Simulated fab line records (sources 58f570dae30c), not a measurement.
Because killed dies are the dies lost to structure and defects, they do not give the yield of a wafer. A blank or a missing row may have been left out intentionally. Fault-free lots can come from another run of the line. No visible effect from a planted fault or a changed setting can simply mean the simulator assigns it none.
fab line records / flow berkeley_cmos170 / part 2 of 2: steps 27 to 36 of 36
record lots=5 wafers=15 last_day=14
route steps=331 shown V1@262 M2@271 V2@292
lots that met no fault: from a run of the same line without faults
start_h: hours from the record's first day to the start of the lot's first wafer shown / wait_h: hours from the lot's prior step to this one / " repeats the value in the row above / L1.1+2: a single row standing in for several wafers / - either no value or no given start / * or withheld: withheld / < > ~ a bound
route shown NAME@n: NAME is a module with steps in the file, n the number in the route of the first one / usual: average and standard deviation across the fault-free wafers / same: alike in all rows / chamber/n: place in a boat / sites: the reading at each site / _std_site: the values' standard deviation / _edge_site: mean of outer sites minus mean of inner sites / radius_mm: for every site, how far away it sits from the centre of the wafer / mask NAME#n: copy n / behind: the last tool/chamber to shape the wafer / hold: reason for holding the lot/hours on hold/outcome of the hold / device: which transistor (n, p or np) failed to switch / end of line: tests of these same wafers at the route's end / a step with no rows: only its recipe / killed: dies lost to structure and defects at the first sort, not the wafer's yield / map: a wafer's dies, marking killed ones x, the rest . and places with no die _
set.NAME: the setting as run; set.NAME@STEP: as run at that earlier step / model.NAME: the simulator's own value behind a step, which no gauge read
certain route steps with their lots: each step a table, each wafer a row
services: a tool's chamber out of use, with start hour (start_h, from the record's first day; less than 0 if before it), hours out, and reason
## steps
# step UCB170_M2_ETCH_17
# recipe chemistry=N2/H2 target_depth_a=withheld overetch_a=withheld target=BARC time_s=withheld source_w=500 bias_w=100 pressure_mtorr=30 n2_flow_sccm=100 h2_flow_sccm=200
# usual drypump_motor_current_A=5.7/0.48 oes_product_au=1.004/0.024 throttle_valve_pct=13.31/0.13
lot.wafer=L080.1 tool=rie_diel-03 chamber=2 start_h=245.36 wait_h=0.0 drypump_motor_current_A=5.2 oes_product_au=0.987 throttle_valve_pct=13.52
lot.wafer=L080.2 tool=rie_diel-03 chamber=1 start_h=245.36 wait_h=0.0 drypump_motor_current_A=6.1 oes_product_au=1.022 throttle_valve_pct=13.35
lot.wafer=L080.3 tool=rie_diel-03 chamber=3 start_h=245.36 wait_h=0.0 drypump_motor_current_A=5.0 oes_product_au=0.987 throttle_valve_pct=13.26
lot.wafer=L083.2 tool=rie_diel-04 chamber=3 start_h=269.63 wait_h=0.0 drypump_motor_current_A=6.4 oes_product_au=0.967 throttle_valve_pct=13.25
lot.wafer=L083.4 tool=rie_diel-04 chamber=0 start_h=269.63 wait_h=0.0 drypump_motor_current_A=6.0 oes_product_au=1.008 throttle_valve_pct=13.31
lot.wafer=L083.5 tool=rie_diel-04 chamber=0 start_h=269.63 wait_h=0.0 drypump_motor_current_A=6.0 oes_product_au=1.012 throttle_valve_pct=13.32
lot.wafer=L091.2 tool=rie_diel-03 chamber=2 start_h=307.21 wait_h=0.0 drypump_motor_current_A=5.2 oes_product_au=1.002 throttle_valve_pct=13.52
lot.wafer=L091.3 tool=rie_diel-03 chamber=0 start_h=307.21 wait_h=0.0 drypump_motor_current_A=6.1 oes_product_au=1.040 throttle_valve_pct=13.15
lot.wafer=L091.5 tool=rie_diel-03 chamber=1 start_h=307.21 wait_h=0.0 drypump_motor_current_A=6.0 oes_product_au=1.011 throttle_valve_pct=13.33
lot.wafer=L097.3 tool=rie_diel-03 chamber=1 start_h=337.28 wait_h=0.0 drypump_motor_current_A=6.0 oes_product_au=1.018 throttle_valve_pct=13.34
lot.wafer=L097.5 tool=rie_diel-03 chamber=0 start_h=337.28 wait_h=0.0 drypump_motor_current_A=6.1 oes_product_au=1.042 throttle_valve_pct=13.14
lot.wafer=L097.6 tool=rie_diel-03 chamber=1 start_h=337.28 wait_h=0.0 drypump_motor_current_A=6.0 oes_product_au=1.021 throttle_valve_pct=13.33
lot.wafer=L096.1 tool=rie_diel-04 chamber=3 start_h=340.75 wait_h=0.0 drypump_motor_current_A=6.4 oes_product_au=0.970 throttle_valve_pct=13.26
lot.wafer=L096.2 tool=rie_diel-04 chamber=0 start_h=340.75 wait_h=0.0 drypump_motor_current_A=6.0 oes_product_au=1.010 throttle_valve_pct=13.32
lot.wafer=L096.4 tool=rie_diel-04 chamber=3 start_h=340.75 wait_h=0.0 drypump_motor_current_A=6.4 oes_product_au=0.981 throttle_valve_pct=13.27
# step UCB170_M2_METAL_ETCH_18
# recipe chemistry=Cl2/BCl3 target=Al stop_on=SiO2 pressure_mtorr=12 target_depth_a=11700 over_etch_frac=0.3 time_s=195 icp_w=600 bias_w=120 Cl2_flow_sccm=90 bcl3_flow_sccm=45
# usual drypump_motor_current_A=5.6/0.39 oes_product_au=0.856/0.017 throttle_valve_pct=24.40/0.15
lot.wafer=L080.1 tool=rie_metal-04 chamber=0 start_h=245.40 wait_h=- drypump_motor_current_A=5.5 oes_product_au=0.836 rf_hours_counter_h=1 throttle_valve_pct=24.21
lot.wafer=L080.2 tool=rie_metal-04 chamber=1 start_h=245.40 wait_h=- drypump_motor_current_A=5.8 oes_product_au=0.847 rf_hours_counter_h=7 throttle_valve_pct=24.38
lot.wafer=L080.3 tool=rie_metal-04 chamber=1 start_h=245.40 wait_h=- drypump_motor_current_A=5.9 oes_product_au=0.845 rf_hours_counter_h=- throttle_valve_pct=24.40
lot.wafer=L083.2 tool=rie_metal-02 chamber=0 start_h=269.67 wait_h=- drypump_motor_current_A=4.7 oes_product_au=0.837 rf_hours_counter_h=10 throttle_valve_pct=24.71
lot.wafer=L083.4 tool=rie_metal-02 chamber=1 start_h=269.67 wait_h=- drypump_motor_current_A=6.0 oes_product_au=0.856 rf_hours_counter_h=- throttle_valve_pct=24.48
lot.wafer=L083.5 tool=rie_metal-02 chamber=1 start_h=269.67 wait_h=- drypump_motor_current_A=6.0 oes_product_au=0.854 rf_hours_counter_h=- throttle_valve_pct=24.49
lot.wafer=L091.2 tool=rie_metal-02 chamber=0 start_h=307.25 wait_h=- drypump_motor_current_A=4.7 oes_product_au=0.829 rf_hours_counter_h=11 throttle_valve_pct=24.71
lot.wafer=L091.3 tool=rie_metal-02 chamber=0 start_h=307.25 wait_h=- drypump_motor_current_A=4.7 oes_product_au=0.826 rf_hours_counter_h=- throttle_valve_pct=24.72
lot.wafer=L091.5 tool=rie_metal-02 chamber=0 start_h=307.25 wait_h=- drypump_motor_current_A=4.7 oes_product_au=0.849 rf_hours_counter_h=- throttle_valve_pct=24.71
lot.wafer=L097.3 tool=rie_metal-01 chamber=1 start_h=337.38 wait_h=- drypump_motor_current_A=5.5 oes_product_au=0.854 rf_hours_counter_h=- throttle_valve_pct=24.34
lot.wafer=L097.5 tool=rie_metal-01 chamber=1 start_h=337.38 wait_h=- drypump_motor_current_A=5.5 oes_product_au=0.854 rf_hours_counter_h=- throttle_valve_pct=24.34
lot.wafer=L097.6 tool=rie_metal-01 chamber=0 start_h=337.38 wait_h=- drypump_motor_current_A=5.5 oes_product_au=0.883 rf_hours_counter_h=- throttle_valve_pct=24.36
lot.wafer=L096.1 tool=rie_metal-02 chamber=1 start_h=340.79 wait_h=- drypump_motor_current_A=6.0 oes_product_au=0.851 rf_hours_counter_h=10 throttle_valve_pct=24.47
lot.wafer=L096.2 tool=rie_metal-02 chamber=1 start_h=340.79 wait_h=- drypump_motor_current_A=6.0 oes_product_au=0.870 rf_hours_counter_h=- throttle_valve_pct=24.47
lot.wafer=L096.4 tool=rie_metal-02 chamber=1 start_h=340.79 wait_h=- drypump_motor_current_A=6.0 oes_product_au=0.860 rf_hours_counter_h=- throttle_valve_pct=24.47
# step UCB170_M2_STRIP_19
# recipe chemistry=O2 power_w=400 pressure_mtorr=3500 platen_temp_c=withheld o2_flow_sccm=400 overash_fraction=0.5
# usual drypump_motor_current_A=5.67/0.19 oes_product_au=0.556/0.03
# same overash_fraction=0.5
lot.wafer=L080.1 tool=plasma_asher-02 chamber=0 start_h=245.59 wait_h=0.1 drypump_motor_current_A=5.94 oes_product_au=0.587 rf_hours_counter_h=48
lot.wafer=L080.2 tool=plasma_asher-02 chamber=1 start_h=245.59 wait_h=0.1 drypump_motor_current_A=5.64 oes_product_au=0.599 rf_hours_counter_h=48
lot.wafer=L080.3 tool=plasma_asher-02 chamber=0 start_h=245.59 wait_h=0.1 drypump_motor_current_A=5.93 oes_product_au=0.603 rf_hours_counter_h=-
lot.wafer=L083.2 tool=plasma_asher-04 chamber=0 start_h=269.92 wait_h=0.2 drypump_motor_current_A=5.42 oes_product_au=0.537 rf_hours_counter_h=56
lot.wafer=L083.4 tool=plasma_asher-04 chamber=0 start_h=269.92 wait_h=0.2 drypump_motor_current_A=5.42 oes_product_au=0.529 rf_hours_counter_h=-
lot.wafer=L083.5 tool=plasma_asher-04 chamber=0 start_h=269.92 wait_h=0.2 drypump_motor_current_A=5.42 oes_product_au=0.525 rf_hours_counter_h=-
lot.wafer=L091.2 tool=plasma_asher-01 chamber=0 start_h=307.44 wait_h=0.1 drypump_motor_current_A=5.44 oes_product_au=0.534 rf_hours_counter_h=39
lot.wafer=L091.3 tool=plasma_asher-01 chamber=0 start_h=307.44 wait_h=0.1 drypump_motor_current_A=5.42 oes_product_au=0.536 rf_hours_counter_h=-
lot.wafer=L091.5 tool=plasma_asher-01 chamber=1 start_h=307.44 wait_h=0.1 drypump_motor_current_A=5.73 oes_product_au=0.546 rf_hours_counter_h=-
lot.wafer=L097.3 tool=plasma_asher-04 chamber=0 start_h=337.54 wait_h=0.1 drypump_motor_current_A=5.46 oes_product_au=0.530 rf_hours_counter_h=-
lot.wafer=L097.5 tool=plasma_asher-04 chamber=1 start_h=337.54 wait_h=0.1 drypump_motor_current_A=5.45 oes_product_au=0.530 rf_hours_counter_h=-
lot.wafer=L097.6 tool=plasma_asher-04 chamber=0 start_h=337.54 wait_h=0.1 drypump_motor_current_A=5.45 oes_product_au=0.549 rf_hours_counter_h=-
lot.wafer=L096.1 tool=plasma_asher-01 chamber=1 start_h=341.17 wait_h=0.3 drypump_motor_current_A=5.77 oes_product_au=0.535 rf_hours_counter_h=41
lot.wafer=L096.2 tool=plasma_asher-01 chamber=0 start_h=341.17 wait_h=0.3 drypump_motor_current_A=5.42 oes_product_au=0.537 rf_hours_counter_h=41
lot.wafer=L096.4 tool=plasma_asher-01 chamber=0 start_h=341.17 wait_h=0.3 drypump_motor_current_A=5.42 oes_product_au=0.535 rf_hours_counter_h=-
# step UCB170_M2_CD_MEAS_90
# recipe target_cd_nm=700
# usual cd_nm=703/5
lot.wafer=L080.1 tool=cd_sem-01 chamber=- start_h=245.69 wait_h=0.1 cd_nm=705
lot.wafer=L080.2 tool=cd_sem-01 chamber=- start_h=245.69 wait_h=0.1 cd_nm=711
lot.wafer=L080.3 tool=cd_sem-01 chamber=- start_h=245.69 wait_h=0.1 cd_nm=713
lot.wafer=L083.2 tool=cd_sem-01 chamber=- start_h=270.04 wait_h=0.1 cd_nm=692
lot.wafer=L083.4 tool=cd_sem-01 chamber=- start_h=270.04 wait_h=0.1 cd_nm=702
lot.wafer=L083.5 tool=cd_sem-01 chamber=- start_h=270.04 wait_h=0.1 cd_nm=704
lot.wafer=L091.2 tool=cd_sem-02 chamber=- start_h=307.56 wait_h=0.1 cd_nm=692
lot.wafer=L091.3 tool=cd_sem-02 chamber=- start_h=307.56 wait_h=0.1 cd_nm=689
lot.wafer=L091.5 tool=cd_sem-02 chamber=- start_h=307.56 wait_h=0.1 cd_nm=692
lot.wafer=L097.3 tool=cd_sem-01 chamber=- start_h=337.65 wait_h=0.1 cd_nm=704
lot.wafer=L097.5 tool=cd_sem-01 chamber=- start_h=337.65 wait_h=0.1 cd_nm=701
lot.wafer=L097.6 tool=cd_sem-01 chamber=- start_h=337.65 wait_h=0.1 cd_nm=698
lot.wafer=L096.1 tool=cd_sem-02 chamber=- start_h=341.27 wait_h=0.1 cd_nm=700
lot.wafer=L096.2 tool=cd_sem-02 chamber=- start_h=341.27 wait_h=0.1 cd_nm=699
lot.wafer=L096.4 tool=cd_sem-02 chamber=- start_h=341.27 wait_h=0.1 cd_nm=700
# step UCB170_V2_CVD_00
# recipe material=SiO2 target_thk_nm=2000 temp_c=390 precursor=TEOS/O2 time_s=250 rf_w=550 pressure_mtorr=9000
# usual heater_power_w=237/57
lot.wafer=L080.1 tool=pecvd-02 chamber=1 start_h=245.81 wait_h=0.1 heater_power_w=214
lot.wafer=L080.2 tool=pecvd-02 chamber=0 start_h=245.81 wait_h=0.1 heater_power_w=179
lot.wafer=L080.3 tool=pecvd-02 chamber=2 start_h=245.81 wait_h=0.1 heater_power_w=189
lot.wafer=L083.2 tool=pecvd-02 chamber=1 start_h=270.14 wait_h=0.1 heater_power_w=174
lot.wafer=L083.4 tool=pecvd-02 chamber=2 start_h=270.14 wait_h=0.1 heater_power_w=185
lot.wafer=L083.5 tool=pecvd-02 chamber=1 start_h=270.14 wait_h=0.1 heater_power_w=233
lot.wafer=L091.2 tool=pecvd-03 chamber=2 start_h=307.66 wait_h=0.1 heater_power_w=307
lot.wafer=L091.3 tool=pecvd-03 chamber=1 start_h=307.66 wait_h=0.1 heater_power_w=233
lot.wafer=L091.5 tool=pecvd-03 chamber=0 start_h=307.66 wait_h=0.1 heater_power_w=321
lot.wafer=L097.3 tool=pecvd-03 chamber=0 start_h=337.73 wait_h=0.1 heater_power_w=310
lot.wafer=L097.5 tool=pecvd-03 chamber=1 start_h=337.73 wait_h=0.1 heater_power_w=161
lot.wafer=L097.6 tool=pecvd-03 chamber=2 start_h=337.73 wait_h=0.1 heater_power_w=245
lot.wafer=L096.1 tool=pecvd-02 chamber=2 start_h=341.39 wait_h=0.1 heater_power_w=231
lot.wafer=L096.2 tool=pecvd-02 chamber=0 start_h=341.39 wait_h=0.1 heater_power_w=170
lot.wafer=L096.4 tool=pecvd-02 chamber=2 start_h=341.39 wait_h=0.1 heater_power_w=188
# step UCB170_V2_THK_MEAS_01
# recipe reads=SiO2_of_V2_CVD_00
# usual V2_TEOS_THK=1984/31
lot.wafer=L080.1 tool=film_metro-03 chamber=- start_h=245.96 wait_h=0.1 V2_TEOS_THK[nm]=1965
lot.wafer=L080.2 tool=film_metro-03 chamber=- start_h=245.96 wait_h=0.1 V2_TEOS_THK[nm]=1943
lot.wafer=L080.3 tool=film_metro-03 chamber=- start_h=245.96 wait_h=0.1 V2_TEOS_THK[nm]=1949
lot.wafer=L083.2 tool=film_metro-04 chamber=- start_h=270.31 wait_h=0.1 V2_TEOS_THK[nm]=1969
lot.wafer=L083.4 tool=film_metro-04 chamber=- start_h=270.31 wait_h=0.1 V2_TEOS_THK[nm]=1964
lot.wafer=L083.5 tool=film_metro-04 chamber=- start_h=270.31 wait_h=0.1 V2_TEOS_THK[nm]=2007
lot.wafer=L091.2 tool=film_metro-02 chamber=- start_h=307.82 wait_h=0.1 V2_TEOS_THK[nm]=1944
lot.wafer=L091.3 tool=film_metro-02 chamber=- start_h=307.82 wait_h=0.1 V2_TEOS_THK[nm]=1959
lot.wafer=L091.5 tool=film_metro-02 chamber=- start_h=307.82 wait_h=0.1 V2_TEOS_THK[nm]=2006
lot.wafer=L097.3 tool=film_metro-03 chamber=- start_h=337.90 wait_h=0.1 V2_TEOS_THK[nm]=1966
lot.wafer=L097.5 tool=film_metro-03 chamber=- start_h=337.90 wait_h=0.1 V2_TEOS_THK[nm]=2001
lot.wafer=L097.6 tool=film_metro-03 chamber=- start_h=337.90 wait_h=0.1 V2_TEOS_THK[nm]=1987
lot.wafer=L096.1 tool=film_metro-04 chamber=- start_h=341.54 wait_h=0.1 V2_TEOS_THK[nm]=1930
lot.wafer=L096.2 tool=film_metro-04 chamber=- start_h=341.54 wait_h=0.1 V2_TEOS_THK[nm]=1954
lot.wafer=L096.4 tool=film_metro-04 chamber=- start_h=341.54 wait_h=0.1 V2_TEOS_THK[nm]=1962
# step UCB170_V2_CMP_02
# recipe material=SiO2 down_force_psi=6 platen_rpm=60 pad_velocity_m_s=0.75398
# usual motor_current_A=15.4/1.5
lot.wafer=L080.3 tool=cmp-02 chamber=1 start_h=246.23 wait_h=0.2 motor_current_A=14.2
lot.wafer=L080.2 tool=cmp-02 chamber=2 start_h=246.23 wait_h=0.2 motor_current_A=16.8
lot.wafer=L080.1 tool=cmp-02 chamber=3 start_h=246.23 wait_h=0.2 motor_current_A=15.9
lot.wafer=L083.4 tool=cmp-02 chamber=1 start_h=270.36 wait_h=0.0 motor_current_A=13.6
lot.wafer=L083.2 tool=cmp-02 chamber=0 start_h=270.36 wait_h=0.0 motor_current_A=15.9
lot.wafer=L083.5 tool=cmp-02 chamber=2 start_h=270.36 wait_h=0.0 motor_current_A=16.5
lot.wafer=L091.2 tool=cmp-02 chamber=3 start_h=307.92 wait_h=0.1 motor_current_A=15.8
lot.wafer=L091.3 tool=cmp-02 chamber=0 start_h=307.92 wait_h=0.1 motor_current_A=14.5
lot.wafer=L091.5 tool=cmp-02 chamber=3 start_h=307.92 wait_h=0.1 motor_current_A=15.2
lot.wafer=L097.3 tool=cmp-01 chamber=1 start_h=338.09 wait_h=0.2 motor_current_A=18.5
lot.wafer=L097.6 tool=cmp-01 chamber=2 start_h=338.09 wait_h=0.2 motor_current_A=15.4
lot.wafer=L097.5 tool=cmp-01 chamber=3 start_h=338.09 wait_h=0.2 motor_current_A=17.4
lot.wafer=L096.4 tool=cmp-02 chamber=3 start_h=341.65 wait_h=0.1 motor_current_A=15.1
lot.wafer=L096.1 tool=cmp-02 chamber=0 start_h=341.65 wait_h=0.1 motor_current_A=14.3
lot.wafer=L096.2 tool=cmp-02 chamber=1 start_h=341.65 wait_h=0.1 motor_current_A=13.1
# step UCB170_V2_BOW_MEAS_03
# recipe mode=bow
# usual V2_BOW=38/7.3
lot.wafer=L080.1 tool=film_metro-03 chamber=- start_h=246.51 wait_h=0.1 V2_BOW[um]=36
lot.wafer=L080.2 tool=film_metro-03 chamber=- start_h=246.51 wait_h=0.1 V2_BOW[um]=38
lot.wafer=L080.3 tool=film_metro-03 chamber=- start_h=246.51 wait_h=0.1 V2_BOW[um]=25
lot.wafer=L083.2 tool=film_metro-02 chamber=- start_h=270.68 wait_h=0.1 V2_BOW[um]=19
lot.wafer=L083.4 tool=film_metro-02 chamber=- start_h=270.68 wait_h=0.1 V2_BOW[um]=45
lot.wafer=L083.5 tool=film_metro-02 chamber=- start_h=270.68 wait_h=0.1 V2_BOW[um]=40
lot.wafer=L091.2 tool=film_metro-04 chamber=- start_h=308.19 wait_h=0.2 V2_BOW[um]=47
lot.wafer=L091.3 tool=film_metro-04 chamber=- start_h=308.19 wait_h=0.2 V2_BOW[um]=37
lot.wafer=L091.5 tool=film_metro-04 chamber=- start_h=308.19 wait_h=0.2 V2_BOW[um]=51
lot.wafer=L097.3 tool=film_metro-03 chamber=- start_h=338.28 wait_h=0.1 V2_BOW[um]=39
lot.wafer=L097.5 tool=film_metro-03 chamber=- start_h=338.28 wait_h=0.1 V2_BOW[um]=39
lot.wafer=L097.6 tool=film_metro-03 chamber=- start_h=338.28 wait_h=0.1 V2_BOW[um]=46
lot.wafer=L096.1 tool=film_metro-04 chamber=- start_h=341.91 wait_h=0.2 V2_BOW[um]=31
lot.wafer=L096.2 tool=film_metro-04 chamber=- start_h=341.91 wait_h=0.2 V2_BOW[um]=30
lot.wafer=L096.4 tool=film_metro-04 chamber=- start_h=341.91 wait_h=0.2 V2_BOW[um]=32
# step UCB170_V2_THK_MEAS_04
# recipe reads=SiO2_of_V2_CVD_00
# usual V2_POLISHED_THK=1000.2/1.6
lot.wafer=L080.1 tool=film_metro-03 chamber=- start_h=246.63 wait_h=0.1 V2_POLISHED_THK[nm]=1001.5
lot.wafer=L080.2 tool=film_metro-03 chamber=- start_h=246.63 wait_h=0.1 V2_POLISHED_THK[nm]=1002.6
lot.wafer=L080.3 tool=film_metro-03 chamber=- start_h=246.63 wait_h=0.1 V2_POLISHED_THK[nm]=1002.2
lot.wafer=L083.2 tool=film_metro-02 chamber=- start_h=270.79 wait_h=0.1 V2_POLISHED_THK[nm]=1000.3
lot.wafer=L083.4 tool=film_metro-02 chamber=- start_h=270.79 wait_h=0.1 V2_POLISHED_THK[nm]=1002.1
lot.wafer=L083.5 tool=film_metro-02 chamber=- start_h=270.79 wait_h=0.1 V2_POLISHED_THK[nm]=1001.0
lot.wafer=L091.2 tool=film_metro-04 chamber=- start_h=308.30 wait_h=0.1 V2_POLISHED_THK[nm]=1002.7
lot.wafer=L091.3 tool=film_metro-04 chamber=- start_h=308.30 wait_h=0.1 V2_POLISHED_THK[nm]=1001.7
lot.wafer=L091.5 tool=film_metro-04 chamber=- start_h=308.30 wait_h=0.1 V2_POLISHED_THK[nm]=1001.6
lot.wafer=L097.3 tool=film_metro-03 chamber=- start_h=338.38 wait_h=0.1 V2_POLISHED_THK[nm]=997.6
lot.wafer=L097.5 tool=film_metro-03 chamber=- start_h=338.38 wait_h=0.1 V2_POLISHED_THK[nm]=998.9
lot.wafer=L097.6 tool=film_metro-03 chamber=- start_h=338.38 wait_h=0.1 V2_POLISHED_THK[nm]=1001.2
lot.wafer=L096.1 tool=film_metro-04 chamber=- start_h=342.03 wait_h=0.1 V2_POLISHED_THK[nm]=999.2
lot.wafer=L096.2 tool=film_metro-04 chamber=- start_h=342.03 wait_h=0.1 V2_POLISHED_THK[nm]=1000.9
lot.wafer=L096.4 tool=film_metro-04 chamber=- start_h=342.03 wait_h=0.1 V2_POLISHED_THK[nm]=1001.1
# step UCB170_V2_CLEAN_05
# recipe chemistry=DIW
lot.wafer=L080.1+2+3 tool=wet_bench-02 chamber=2 start_h=246.93 wait_h=0.3
lot.wafer=L083.2+4+5 tool=wet_bench-02 chamber=3 start_h=270.87 wait_h=0.1
lot.wafer=L091.2+3+5 tool=wet_bench-02 chamber=1 start_h=308.46 wait_h=0.1
lot.wafer=L097.3+5+6 tool=wet_bench-02 chamber=0 start_h=338.42 wait_h=0.0
lot.wafer=L096.1+2+4 tool=wet_bench-02 chamber=1 start_h=342.30 wait_h=0.3
## services
tool=krf_scanner-02 chamber=- start_h=217.68 hours=0.1 kind=repair
tool=rie_diel-04 chamber=3 start_h=218.97 hours=2.4 kind=repair
tool=rie_diel-03 chamber=3 start_h=225.83 hours=2.9 kind=repair
tool=krf_scanner-02 chamber=- start_h=229.65 hours=0.8 kind=pm
tool=plasma_asher-02 chamber=- start_h=231.04 hours=4.2 kind=repair
tool=krf_scanner-01 chamber=- start_h=231.31 hours=4.4 kind=pm
tool=wet_bench-03 chamber=- start_h=233.16 hours=1.4 kind=repair
tool=rie_metal-02 chamber=- start_h=240.21 hours=2.8 kind=pm
tool=pecvd-03 chamber=- start_h=242.50 hours=14.0 kind=pm
tool=pecvd-03 chamber=- start_h=247.20 hours=0.6 kind=repair
tool=pecvd-02 chamber=- start_h=249.84 hours=2.4 kind=repair
tool=pvd_sputter-02 chamber=- start_h=249.91 hours=5.8 kind=repair
tool=rie_diel-03 chamber=3 start_h=250.24 hours=4.5 kind=repair
tool=rie_diel-04 chamber=1 start_h=254.35 hours=9.1 kind=repair
tool=pvd_sputter-02 chamber=- start_h=256.41 hours=6.7 kind=repair
tool=pvd_sputter-02 chamber=- start_h=280.51 hours=3.5 kind=repair
tool=rie_metal-02 chamber=1 start_h=282.54 hours=5.0 kind=repair
tool=pecvd-02 chamber=2 start_h=286.25 hours=15.7 kind=repair
tool=pecvd-03 chamber=- start_h=290.75 hours=1.9 kind=repair
tool=krf_scanner-01 chamber=- start_h=291.32 hours=1.3 kind=pm
tool=pecvd-02 chamber=2 start_h=305.80 hours=4.1 kind=repair
tool=krf_scanner-01 chamber=- start_h=307.43 hours=1.0 kind=pm
tool=plasma_asher-01 chamber=- start_h=317.60 hours=14.6 kind=pm
tool=krf_scanner-02 chamber=- start_h=320.98 hours=1.0 kind=repair
